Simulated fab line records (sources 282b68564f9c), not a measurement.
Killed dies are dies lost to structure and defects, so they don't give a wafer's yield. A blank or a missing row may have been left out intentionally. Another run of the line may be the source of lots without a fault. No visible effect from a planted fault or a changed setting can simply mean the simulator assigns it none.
Problem report in the 8D (eight disciplines) form, filled by code -- flow rit cmos -- the parts of the form that need people (team, actions taken, sign-off) are left out

## 1. THE PROBLEM
Mean CONTACT_TEOS_THK at RIT_CONTACT_THK_MEAS_01: 440 nm over 3 wafers in 2 lots; fault-free wafers: 399 nm, standard deviation 5.4. Measured from the usual mean, that is +7.7 standard deviations.
Seen first at day 7 08:57 on film metro-01, wafer L961.1. Wafers with a number at this step in the record: 42, from 14 lots. Rule for "out" (also "out of limits"): further than 4 standard deviations from the usual mean. The rest of the wafers with a number are treated as sound.

## 2. WHAT THIS IS AND IS NOT
question,is,is not
which readings at this step,CONTACT_TEOS_THK,-
which lots,"L961, L964","L943, L944, L946, L947, L949, L951, L953, L955, L956, L957, L958, L965"
which wafers of those lots,"L961.1, L961.5, L964.1","L961.6, L964.3, L964.5"
read on which gauges,film metro-01,"film metro-02, film metro-04"
when,from day 7 08:57,"up to then (34 sound wafers); but 5 sound wafers of L964, L965 came after"

## 3. THE SUSPECTS, EACH WITH WHAT RULES IT OUT
Counting: any tool at a process step up to the reading remains a suspect provided it ran every lot that is out. Sound lots after the first of them don't rule it out here, since some wafers of a struck lot are sound.
- the gauge at RIT_CONTACT_THK_MEAS_01: ruled out. All the wafers that are out were read on film metro-01, but those of them that RIT_CONTACT_CVD_00 has rows for are out there too, on other tools.
- pecvd-03 at RIT_CONTACT_CVD_00 (deposits SiO2 from TEOS, target thk 400 nm, time 61 s): kept. Ran every lot that is out, first one L961 (day 7 08:53); last sound lot up to then L958 (day 6 18:50). Its own rf fwd power W readings are out on those wafers.
- Within pecvd-03 at RIT_CONTACT_CVD_00: the wafers that are out ran in chamber 1; their sound lot-mates ran in chambers 0, 2.
Remaining after the count: pecvd-03 at RIT_CONTACT_CVD_00.

## 4. THE CAUSE (what the simulator had put in)
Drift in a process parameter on pecvd-03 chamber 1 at RIT_CONTACT_CVD_00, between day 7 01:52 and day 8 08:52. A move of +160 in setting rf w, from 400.
Only this tool survived the counting.

## 5. THE EFFECT CHAIN, in route order
One row per reading whose mean, taken over the struck wafers that have a number, lies over 3 standard deviations from the usual. Scope: only readings with a usual standard deviation given in the record; hours: median across lots of the time from each lot's start at the first step in this table that gives one to its start at this step; sigmas: change in usual standard deviations.
hours,step,reading,usual,on struck wafers,change,sigmas
0,RIT_CONTACT_CVD_00,rf fwd power W,396.8 W,557.5,+160.7,+89
0,RIT_CONTACT_THK_MEAS_01,CONTACT_TEOS_THK,399 nm,440,+41,+7.7
It contains these process steps:
- RIT_CONTACT_CVD_00: deposits SiO2 from TEOS, target thk 400 nm, time 61 s.

## 6. HOW IT WOULD HAVE BEEN CAUGHT EARLIER
Counted from the fault's start at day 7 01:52, it took 7 hours until the first out-of-limits reading at a measuring or inspecting step in this record, taken at day 7 08:57.
At RIT_CONTACT_CVD_00, the tool's own readings (rf fwd power W) were out on each struck wafer the step has a row for, so an alarm limit on them would have fired on the first such wafer.
Lots out: 2; of these, L964 started RIT_CONTACT_CVD_00 on pecvd-03 after day 7 08:57. Holding the tool at that time would have saved it.
